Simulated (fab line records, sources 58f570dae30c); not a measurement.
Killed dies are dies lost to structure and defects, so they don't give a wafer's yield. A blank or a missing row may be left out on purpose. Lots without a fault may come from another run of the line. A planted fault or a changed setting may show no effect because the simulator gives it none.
fab line records | flow berkeley_cmos170
record lots=14 wafers=42 last_day=12
route steps=331 shown GATE@131 PLDD@153 NLDD@164
lots that met no fault: from a run of the same line without faults
start_h: hours from the record's first day to the start of the lot's first wafer shown | wait_h: hours since the lot's step before | " the same as in the row above | L1.1+2: a row that stands for several wafers | - no value, or no start given | * or withheld: withheld | < > ~ a bound
route shown NAME@n: a module of which the file shows steps, and the number in the route of the first | usual: mean/standard deviation of fault-free wafers | same: alike in all rows | chamber/n: place in a boat | sites: the reading at each site | _std_site: their standard deviation | _edge_site: outer sites' mean less inner sites' | radius_mm: how far each site lies from the wafer's centre | mask NAME#n: copy n | behind: the tool/chamber that last shaped the wafer | hold: why the lot was held/for how many hours/how that ended | device: the transistor (n, p or np) that didn't switch | end of line: the same wafers' tests at the end of the route | a step without rows: its recipe alone | killed: dies lost to structure and defects at the first sort, not the wafer's yield | map: a wafer's dies, x killed, . not, _ none there
set.NAME: the setting as run; set.NAME@STEP: as run at that earlier step | model.NAME: the simulator's own value behind a step, which no gauge read
steps of the route over a sample of lots; a table a step, a row a wafer
services: from which hour (start_h, from the record's first day; less than 0 if before it) a tool's chamber was out of use, for how many hours, and why
## steps
# step UCB170_GATE_THK_MEAS_05
# recipe reads=poly-Si_of_GATE_CVD_04
# usual GATE_POLY_THK=213.6/2
# columns lot.wafer tool chamber start_h wait_h GATE_POLY_THK[nm]
L284.2 film_metro-03 - 120.40 0.0 216.0
L284.3 " - " " 216.8
L284.5 " - " " 215.6
L285.1 film_metro-03 - 136.48 0.0 214.2
L285.5 " - " " 213.1
L285.6 " - " " 213.2
L287.3 film_metro-03 - 139.56 0.0 213.0
L287.5 " - " " 211.1
L287.6 " - " " 211.4
L288.3 film_metro-02 - 139.56 0.0 212.8
L288.4 " - " " 213.3
L288.6 " - " " 213.4
L291.2 film_metro-03 - 165.19 0.0 212.9
L291.3 " - " " 213.2
L291.6 " - " " 212.0
L289.4 film_metro-04 - 165.21 0.0 214.6
L289.5 " - " " 213.7
L289.6 " - " " 214.3
L290.1 film_metro-02 - 165.24 0.1 217.2
L290.3 " - " " 216.7
L290.4 " - " " 214.0
L293.2 film_metro-02 - 173.79 0.0 216.0
L293.3 " - " " 214.6
L293.4 " - " " 215.5
L296.2 film_metro-04 - 199.46 0.1 215.0
L296.4 " - " " 214.7
L296.5 " - " " 215.0
L299.2 film_metro-03 - 199.46 0.1 209.6
L299.5 " - " " 209.6
L299.6 " - " " 210.4
L301.3 film_metro-03 - 228.52 0.0 215.0
L301.4 " - " " 215.6
L301.5 " - " " 214.4
L303.1 film_metro-03 - 228.56 0.1 214.0
L303.2 " - " " 214.4
L303.6 " - " " 214.1
L304.2 film_metro-03 - 239.06 0.0 215.1
L304.5 " - " " 215.6
L304.6 " - " " 215.9
L306.3 film_metro-03 - 250.87 0.0 212.1
L306.5 " - " " 211.5
L306.6 " - " " 211.0
# step UCB170_GATE_ETCH_15
# recipe chemistry=HBr/Cl2 target=poly-Si stop_on=SiO2 over_etch_frac=0.3 icp_w=300 bias_w=150 time_s=56.3 pressure_mtorr=15 HBr_flow_sccm=150 Cl2_flow_sccm=50 target_depth_a=2782
# usual drypump_motor_current_A=5.8/0.53 oes_product_au=0.829/0.013 throttle_valve_pct=26.45/0.16
# columns lot.wafer tool chamber start_h wait_h drypump_motor_current_A oes_product_au rf_hours_counter_h throttle_valve_pct
L284.2 rie_si-01 2 122.10 - 6.5 0.846 0 26.44
L284.3 " 3 " " 5.7 0.855 61 26.37
L284.5 " 0 " " 5.3 0.818 - 26.54
L285.1 rie_si-01 1 137.71 - 6.4 0.823 0 26.71
L285.5 " 2 " " 6.5 0.842 - 26.41
L285.6 " 3 " " 5.7 0.839 - 26.39
L288.3 rie_si-01 2 141.25 - 6.4 0.831 0 26.43
L288.4 " 0 " " 5.3 0.820 66 26.56
L288.6 " 1 " " 6.5 0.825 - 26.68
L287.3 rie_si-02 2 141.52 - 6.2 0.815 0 26.11
L287.5 " 0 " " 6.1 0.816 - 26.59
L287.6 " 3 " " 5.0 0.827 - 26.37
L289.4 rie_si-02 0 166.76 - 6.1 0.832 0 26.58
L289.5 " 1 " " 5.3 0.824 - 26.47
L289.6 " 2 " " 6.2 0.821 - 26.12
L291.2 rie_si-01 0 166.91 - 5.3 0.824 66 26.55
L291.3 " 2 " " 6.5 0.838 1 26.43
L291.6 " 1 " " 6.4 0.818 - 26.70
L290.1 rie_si-02 1 167.14 - 5.3 0.832 116 26.48
L290.3 " 0 " " 6.1 0.840 0 26.61
L290.4 " 2 " " 6.2 0.814 0 26.14
L293.2 rie_si-01 1 175.31 - 6.4 0.827 0 26.68
L293.3 " 0 " " 5.3 0.827 66 26.55
L293.4 " 3 " " 5.7 0.848 61 26.38
L299.2 rie_si-02 3 201.09 - 5.0 0.817 106 26.37
L299.5 " 0 " " 6.1 0.813 - 26.59
L299.6 " 2 " " 6.2 0.812 - 26.13
L296.2 rie_si-01 3 201.29 - 5.7 0.847 61 26.37
L296.4 " 2 " " 6.5 0.845 1 26.43
L296.5 " 3 " " 5.7 0.851 - 26.37
L301.3 rie_si-02 1 229.60 - 5.3 0.864 0 26.41
L301.4 " 2 " " 6.2 0.826 0 26.11
L301.5 " 0 " " 6.1 0.831 - 26.59
L303.1 rie_si-01 2 230.40 - 6.5 0.838 1 26.42
L303.2 " 0 " " 5.3 0.819 66 26.55
L303.6 " 1 " " 6.4 0.813 - 26.70
L304.2 rie_si-02 2 240.94 - 6.2 0.827 0 26.12
L304.5 " 1 " " 5.3 0.857 - 26.42
L304.6 " 2 " " 6.2 0.827 - 26.12
L306.3 rie_si-02 3 252.08 - 5.0 0.839 0 26.20
L306.5 " 1 " " 5.3 0.847 - 26.43
L306.6 " 0 " " 6.1 0.827 - 26.60
# step UCB170_PLDD_IMPLANT_08
# recipe species=BF2 dose_cm2=5e+13 energy_kev=10 tilt_deg=7 rotation_deg=0
# usual dose_ions_cm2=4.999e+13/5.5e+10
# same implant_ion_amu=49
# columns lot.wafer tool chamber start_h wait_h dose_ions_cm2
L284.2 implanter-01 0 124.54 0.0 4.997e+13
L284.3 " 0 " " 4.992e+13
L284.5 " 0 " " 4.995e+13
L285.1 implanter-03 0 139.45 0.0 5e+13
L285.5 " 0 " " 4.99e+13
L285.6 " 0 " " 4.998e+13
L288.3 implanter-01 0 143.46 0.1 4.998e+13
L288.4 " 0 " " 4.999e+13
L288.6 " 0 " " 5.004e+13
L287.3 implanter-03 0 143.63 0.1 5.008e+13
L287.5 " 0 " " 5.004e+13
L287.6 " 0 " " 5.009e+13
L289.4 implanter-03 0 168.63 0.1 5.007e+13
L289.5 " 0 " " 5.001e+13
L289.6 " 0 " " 5.009e+13
L291.2 implanter-01 0 168.74 0.0 5.001e+13
L291.3 " 0 " " 4.997e+13
L291.6 " 0 " " 4.988e+13
L290.1 implanter-02 0 168.96 0.0 4.997e+13
L290.3 " 0 " " 5.003e+13
L290.4 " 0 " " 5.002e+13
L293.2 implanter-03 0 179.07 0.0 5.124e+13
L293.3 " 0 " " 5.121e+13
L293.4 " 0 " " 5.123e+13
L299.2 implanter-01 0 204.08 0.0 5.006e+13
L299.5 " 0 " " 5.001e+13
L299.6 " 0 " " 5.007e+13
L296.2 implanter-03 0 204.18 0.0 5.129e+13
L296.4 " 0 " " 5.117e+13
L296.5 " 0 " " 5.118e+13
L301.3 implanter-01 0 231.43 0.1 4.998e+13
L301.4 " 0 " " 4.993e+13
L301.5 " 0 " " 4.99e+13
L303.1 implanter-01 0 232.14 0.0 4.999e+13
L303.2 " 0 " " 5.013e+13
L303.6 " 0 " " 4.995e+13
L304.2 implanter-02 0 242.97 0.0 4.999e+13
L304.5 " 0 " " 5.001e+13
L304.6 " 0 " " 5.004e+13
L306.3 implanter-02 0 254.49 0.1 4.996e+13
L306.5 " 0 " " 4.996e+13
L306.6 " 0 " " 4.992e+13
# step UCB170_NLDD_CD_MEAS_06
# recipe target_cd_nm=1200
# usual cd_nm=1200.1/1.3
# columns lot.wafer tool chamber start_h wait_h cd_nm
L284.2 cd_sem-01 - 126.48 - 1200.1
L284.3 " - " " 1198.1
L284.5 " - " " 1199.9
L285.1 cd_sem-02 - 141.33 - 1198.7
L285.5 " - " " 1198.8
L285.6 " - " " 1198.0
L288.3 cd_sem-02 - 145.39 - 1199.3
L288.4 " - " " 1199.6
L288.6 " - " " 1200.3
L287.3 cd_sem-01 - 146.00 - 1200.3
L287.5 " - " " 1199.6
L287.6 " - " " 1200.2
L289.4 cd_sem-02 - 172.59 - 1199.9
L289.5 " - " " 1200.0
L289.6 " - " " 1198.2
L291.2 cd_sem-02 - 172.95 - 1200.6
L291.3 " - " " 1200.9
L291.6 " - " " 1198.6
L290.1 cd_sem-01 - 173.25 - 1199.7
L290.3 " - " " 1202.2
L290.4 " - " " 1201.3
L293.2 cd_sem-01 - 185.34 - 1200.0
L293.3 " - " " 1199.9
L293.4 " - " " 1201.0
L299.2 cd_sem-02 - 209.26 - 1202.1
L299.5 " - " " 1201.7
L299.6 " - " " 1202.2
L296.2 cd_sem-01 - 210.60 - 1200.2
L296.4 " - " " 1199.2
L296.5 " - " " 1200.1
L301.3 cd_sem-01 - 233.30 - 1197.9
L301.4 " - " " 1199.5
L301.5 " - " " 1199.7
L303.1 cd_sem-02 - 233.90 - 1200.4
L303.2 " - " " 1200.7
L303.6 " - " " 1198.9
L304.2 cd_sem-02 - 245.87 - 1201.2
L304.5 " - " " 1200.8
L304.6 " - " " 1199.5
L306.3 cd_sem-02 - 256.80 - 1200.9
L306.5 " - " " 1202.1
L306.6 " - " " 1200.5
# step UCB170_SDANNEAL_RS_MEAS_04
# recipe thk_meas_gauge=four-point-probe
# usual PLDD_RS=1030.6/2.8
# columns lot.wafer tool chamber start_h wait_h PLDD_RS[ohm/sq]
L284.2 film_metro-04 - 139.00 0.1 1031.9
L284.3 " - " " 1030.9
L284.5 " - " " 1033.1
L285.1 film_metro-01 - 150.88 0.1 1027.9
L285.5 " - " " 1024.5
L285.6 " - " " 1023.4
L288.3 film_metro-01 - 154.85 0.1 1029.4
L288.4 " - " " 1025.5
L288.6 " - " " 1029.5
L287.3 film_metro-04 - 155.76 0.1 1033.1
L287.5 " - " " 1029.4
L287.6 " - " " 1028.8
L290.1 film_metro-01 - 189.96 0.1 1031.9
L290.3 " - " " 1027.6
L290.4 " - " " 1028.5
L289.4 film_metro-03 - 190.14 0.1 1028.9
L289.5 " - " " 1029.8
L289.6 " - " " 1028.2
L291.2 film_metro-04 - 190.46 0.1 1037.3
L291.3 " - " " 1035.1
L291.6 " - " " 1032.1
L293.2 film_metro-03 - 197.22 0.1 1025.2
L293.3 " - " " 1022.6
L293.4 " - " " 1021.9
L299.2 film_metro-03 - 221.04 0.1 1031.3
L299.5 " - " " 1030.4
L299.6 " - " " 1031.2
L296.2 film_metro-01 - 221.60 0.1 1020.7
L296.4 " - " " 1021.9
L296.5 " - " " 1020.3
L301.3 film_metro-01 - 246.55 0.1 1029.8
L301.4 " - " " 1030.4
L301.5 " - " " 1033.6
L303.1 film_metro-04 - 246.58 0.1 1032.0
L303.2 " - " " 1034.9
L303.6 " - " " 1031.7
L304.2 film_metro-04 - 257.32 0.1 1030.8
L304.5 " - " " 1027.5
L304.6 " - " " 1030.1
L306.3 film_metro-03 - 268.62 0.1 1028.0
L306.5 " - " " 1027.7
L306.6 " - " " 1027.0
## services
# columns tool chamber start_h hours kind
implanter-01 - 111.32 0.5 repair
rie_si-02 2 113.49 - clean
rie_si-02 2 113.49 23.2 scheduled_down
rie_si-02 2 113.49 23.2 vent_cycle
rie_si-02 1 113.98 4.5 repair
rie_si-01 1 121.00 - clean
rie_si-01 1 121.00 13.6 scheduled_down
rie_si-01 1 121.00 13.6 vent_cycle
implanter-01 - 125.17 4.0 repair
implanter-03 - 161.50 4.7 repair
rie_si-01 - 171.59 0.2 repair
implanter-02 - 175.35 1.1 repair
rie_si-01 2 189.41 2.4 repair
rie_si-02 1 191.74 - clean
rie_si-02 1 191.74 21.3 scheduled_down
rie_si-02 1 191.74 21.3 vent_cycle
rie_si-01 2 218.38 7.6 repair
rie_si-02 3 233.40 - clean
rie_si-02 3 233.40 17.3 scheduled_down
rie_si-02 3 233.40 17.3 vent_cycle
## key
first_sign step=UCB170_PLDD_IMPLANT_08 reading=dose_ions_cm2 direction=up sigmas=22 usual=4.999e+13 struck=5.122e+13
effect step=UCB170_SDANNEAL_RS_MEAS_04 reading=PLDD_RS direction=down sigmas=3 usual=1030.6 struck=1022.1
met_at UCB170_PLDD_IMPLANT_08
struck_lots L293,L296
tester_left_out L293,L296
not_acting_at UCB170_GATE_THK_MEAS_05,UCB170_GATE_ETCH_15,UCB170_NLDD_CD_MEAS_06
onset_between 168.63 179.07
fault kind=process_parameter_drift tool=implanter-03 chamber=- onset_h=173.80 steps=UCB170_PLDD_IMPLANT_08 channel=dose_cm2 offset=1.2455e+12 shape=step end_h=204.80 acts_in=these_recipes_only stated=5e+13
# tester_left_out: of these lots the tester's yield and bins aren't shown, on N5 and GAA mostly nor the transistor test; their killed dies are dies lost to structure and defects alone, not to doping, threshold or leakage, so they don't give the yield
